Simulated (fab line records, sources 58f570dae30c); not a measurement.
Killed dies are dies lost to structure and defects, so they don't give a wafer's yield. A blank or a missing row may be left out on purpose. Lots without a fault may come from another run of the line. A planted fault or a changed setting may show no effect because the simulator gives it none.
Which tool did it? | flow berkeley_cmos170 | 12 lots, 36 wafers sampled, at 2 steps of a route of 331

WHAT THE GAUGES READ, wafer by wafer
UCB170_V2_THK_MEAS_04.
lot  | measured     | on            | V2_POLISHED_THK (nm)
L192 | day 8 02:23  | film_metro-01 | 1000.0 999.7 998.4
L195 | day 8 11:06  | film_metro-04 | 1001.2 998.7 1000.7
L193 | day 8 13:31  | film_metro-01 | 1000.0 1000.7 1000.7
L194 | day 8 12:23  | film_metro-02 | 1001.1 1000.1 1002.1
L197 | day 9 05:26  | film_metro-01 | 999.9 999.8 998.8
L196 | day 9 07:02  | film_metro-02 | 999.9 1001.5 999.9
L200 | day 9 19:50  | film_metro-02 | 999.8 1000.8 1001.3
L207 | day 10 23:20 | film_metro-01 | 1000.3 999.7 998.7
L208 | day 10 23:39 | film_metro-02 | 1001.0 999.1 998.7
L210 | day 11 20:59 | film_metro-01 | 998.8 1000.5 1000.2
L211 | day 11 21:07 | film_metro-04 | 997.8 999.3 999.4
L215 | day 12 18:11 | film_metro-02 | 999.5 1001.2 999.4

WHICH TOOL RAN EACH LOT (tool, then ch and the chambers of the sampled wafers, then the start)
lot  | UCB170_CONTACT_CLEAN_00
L192 | wet_bench-03 ch 3, day 7 10:08
L195 | wet_bench-04 ch 3, day 7 19:31
L193 | wet_bench-01 ch 3, day 7 20:24
L194 | wet_bench-01 ch 1, day 7 20:24
L197 | wet_bench-03 ch 3, day 8 14:35
L196 | wet_bench-03 ch 0, day 8 15:19
L200 | wet_bench-03 ch 0, day 9 01:14
L207 | wet_bench-04 ch 0, day 10 05:43
L208 | wet_bench-04 ch 3, day 10 05:57
L210 | wet_bench-04 ch 0, day 11 05:11
L211 | wet_bench-04 ch 3, day 11 05:21
L215 | wet_bench-03 ch 3, day 12 01:12
- UCB170_CONTACT_CLEAN_00: cleans in SPM, time 600 s.

WHAT THE TOOLS THEMSELVES READ (means of the sampled wafers that have a number; where no wafer has one, the mark that the record gives instead)
The record holds no such reading with a usual standard deviation.

THE ANSWER, worked out from the rows above alone
Rule: what is usual is taken from the lots themselves. Put in order of their means at a reading, lots are off if they are a third of the lots or fewer, leave a main group of 4 or more, and stand apart from it by a gap of 3 or more times the standard deviation of the main group's means; of several such gaps the widest counts. A main group whose means are all the same, to the digits that the tables above print for the reading, isn't used. A lot without any number at a reading at which 4 lots or more have one is off too. The other lots that the step has rows for count as sound. The gauges are gone through in route order, then the tools' own readings, and for those a lot's mean is taken as printed above. The first step at which some lot is off is used, and at that step the reading that is off furthest; a lot without a number counts as furthest.
No lot is off at any reading shown: from this, nothing can be told.

WHAT THE SIMULATOR HAD PUT IN
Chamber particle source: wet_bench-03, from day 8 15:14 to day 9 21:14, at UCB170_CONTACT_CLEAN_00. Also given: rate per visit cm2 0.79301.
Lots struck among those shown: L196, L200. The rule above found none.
